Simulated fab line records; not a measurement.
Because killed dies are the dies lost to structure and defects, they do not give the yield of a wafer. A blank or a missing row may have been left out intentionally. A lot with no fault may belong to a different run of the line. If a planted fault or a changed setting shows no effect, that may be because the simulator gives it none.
Split-lot trial :: flow rit_cmos :: 17 wafers read from 5 lots, route of 202 steps

## THE SPLIT
At RIT_M1_METAL_ETCH_12 (etches Al in Cl2/BCl3, stops on SiO2, time 165 s, target depth 600 nm), the setting rf_w was moved away from the recipe's 250 W on 8 of the 17 wafers read, by -4.2% to +9.5%. All remaining wafers had this setting at the recipe value.

The reading comes from the split's own step.

## THE READING
NOVOLAK_of_M1_COAT_04.thk_nm (the simulator's own value, which no gauge read), in nm, at RIT_M1_METAL_ETCH_12 (etches Al in Cl2/BCl3, stops on SiO2, time 165 s, target depth 600 nm). The file does not state a usual value for it. Across the 9 wafers here that went through the recipe, the average is 818.6 nm and the standard deviation 6.6 nm.

wafer: L074.4
tool, chamber at the split: rie_metal-04, 1
rf_w as run, W: 250
against the recipe: recipe
NOVOLAK_of_M1_COAT_04.thk_nm, nm: 815
against lot-mates on the recipe: -

wafer: L074.5
tool, chamber at the split: rie_metal-04, 1
rf_w as run, W: 239.5
against the recipe: -4.2%
NOVOLAK_of_M1_COAT_04.thk_nm, nm: 823.3
against lot-mates on the recipe: +8.3

wafer: L074.6
tool, chamber at the split: rie_metal-04, 0
rf_w as run, W: 239.5
against the recipe: -4.2%
NOVOLAK_of_M1_COAT_04.thk_nm, nm: 830.5
against lot-mates on the recipe: +15.5

wafer: L078.2
tool, chamber at the split: rie_metal-01, 0
rf_w as run, W: 250
against the recipe: recipe
NOVOLAK_of_M1_COAT_04.thk_nm, nm: 824.5
against lot-mates on the recipe: -

wafer: L078.4
tool, chamber at the split: rie_metal-01, 0
rf_w as run, W: 250
against the recipe: recipe
NOVOLAK_of_M1_COAT_04.thk_nm, nm: 826.2
against lot-mates on the recipe: -

wafer: L078.6
tool, chamber at the split: rie_metal-01, 0
rf_w as run, W: 250
against the recipe: recipe
NOVOLAK_of_M1_COAT_04.thk_nm, nm: 822.3
against lot-mates on the recipe: -

wafer: L079.1
tool, chamber at the split: rie_metal-03, 0
rf_w as run, W: 250
against the recipe: recipe
NOVOLAK_of_M1_COAT_04.thk_nm, nm: 808.2
against lot-mates on the recipe: -

wafer: L079.2
tool, chamber at the split: rie_metal-03, 1
rf_w as run, W: 265
against the recipe: +6.0%
NOVOLAK_of_M1_COAT_04.thk_nm, nm: 780.6
against lot-mates on the recipe: -27.6

wafer: L079.3
tool, chamber at the split: rie_metal-03, 1
rf_w as run, W: 265
against the recipe: +6.0%
NOVOLAK_of_M1_COAT_04.thk_nm, nm: 779.4
against lot-mates on the recipe: -28.8

wafer: L081.1
tool, chamber at the split: rie_metal-01, 0
rf_w as run, W: 250
against the recipe: recipe
NOVOLAK_of_M1_COAT_04.thk_nm, nm: 820.5
against lot-mates on the recipe: -

wafer: L081.2
tool, chamber at the split: rie_metal-01, 1
rf_w as run, W: 258.6
against the recipe: +3.4%
NOVOLAK_of_M1_COAT_04.thk_nm, nm: 797.7
against lot-mates on the recipe: -15.9

wafer: L081.4
tool, chamber at the split: rie_metal-01, 1
rf_w as run, W: 250
against the recipe: recipe
NOVOLAK_of_M1_COAT_04.thk_nm, nm: 806.7
against lot-mates on the recipe: -

wafer: L081.5
tool, chamber at the split: rie_metal-01, 0
rf_w as run, W: 258.6
against the recipe: +3.4%
NOVOLAK_of_M1_COAT_04.thk_nm, nm: 810.8
against lot-mates on the recipe: -2.8

wafer: L081.6
tool, chamber at the split: rie_metal-01, 1
rf_w as run, W: 258.6
against the recipe: +3.4%
NOVOLAK_of_M1_COAT_04.thk_nm, nm: 790.9
against lot-mates on the recipe: -22.7

wafer: L084.1
tool, chamber at the split: rie_metal-01, 0
rf_w as run, W: 250
against the recipe: recipe
NOVOLAK_of_M1_COAT_04.thk_nm, nm: 822.1
against lot-mates on the recipe: -

wafer: L084.4
tool, chamber at the split: rie_metal-01, 0
rf_w as run, W: 273.8
against the recipe: +9.5%
NOVOLAK_of_M1_COAT_04.thk_nm, nm: 796.2
against lot-mates on the recipe: -25.7

wafer: L084.6
tool, chamber at the split: rie_metal-01, 0
rf_w as run, W: 250
against the recipe: recipe
NOVOLAK_of_M1_COAT_04.thk_nm, nm: 821.7
against lot-mates on the recipe: -

THE FIT
A straight line over all 17 wafers: NOVOLAK_of_M1_COAT_04.thk_nm changes by -3.72 nm for each +1% of rf_w; r = -0.82; the points scatter about the line by 9.6 nm.
The same after taking each lot's own level away (the mean of its wafers on the recipe; 17 wafers): -3.42 nm for each +1%; r = -0.91; scatter 5.8 nm.
According to that fit, moving rf_w by its largest amount changes the reading by 33 nm.
From 808.20 to 824.33 nm: that is the span of the lots' own levels, equal to 2.4 times the standard deviation above.
The two slopes agree, so the slope changes little with the lot-to-lot level.
Check: with one of the wafers moved furthest among these (+9.5%) left out of the fit, the line predicts -38.8 nm for it against its lot-mates. Against them it came out at -25.7 nm.
Tool readings at the split's step, against how far the setting was moved: oes_product_au r = +0.15.

## THE OTHER SPLITS THESE WAFERS WENT THROUGH
Before the reading, these wafers also passed through other splits. Each is held against what the fit with the lots' levels taken away leaves over:
other split on the same wafers: RIT_NSD_COAT_01 resist_thk_nm
wafers away from the commonest value: 5
r with NOVOLAK_of_M1_COAT_04.thk_nm (lot level and that fit taken away): +0.16

other split on the same wafers: RIT_CONTACT_CVD_00 time_s
wafers away from the commonest value: 6
r with NOVOLAK_of_M1_COAT_04.thk_nm (lot level and that fit taken away): +0.01

other split on the same wafers: RIT_CONTACT_EXPOSE_05 dose_mj
wafers away from the commonest value: 4
r with NOVOLAK_of_M1_COAT_04.thk_nm (lot level and that fit taken away): -0.26

other split on the same wafers: RIT_CONTACT_ETCH_11 time_s
wafers away from the commonest value: 8
r with NOVOLAK_of_M1_COAT_04.thk_nm (lot level and that fit taken away): +0.48

other split on the same wafers: RIT_M1_SPUTTER_00 power_w
wafers away from the commonest value: 0
r with NOVOLAK_of_M1_COAT_04.thk_nm (lot level and that fit taken away): -

## THE FILE'S OWN FIT
NOVOLAK_of_M1_COAT_04.thk_nm changes by -3.32 nm for each +1% of rf_w, r = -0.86.
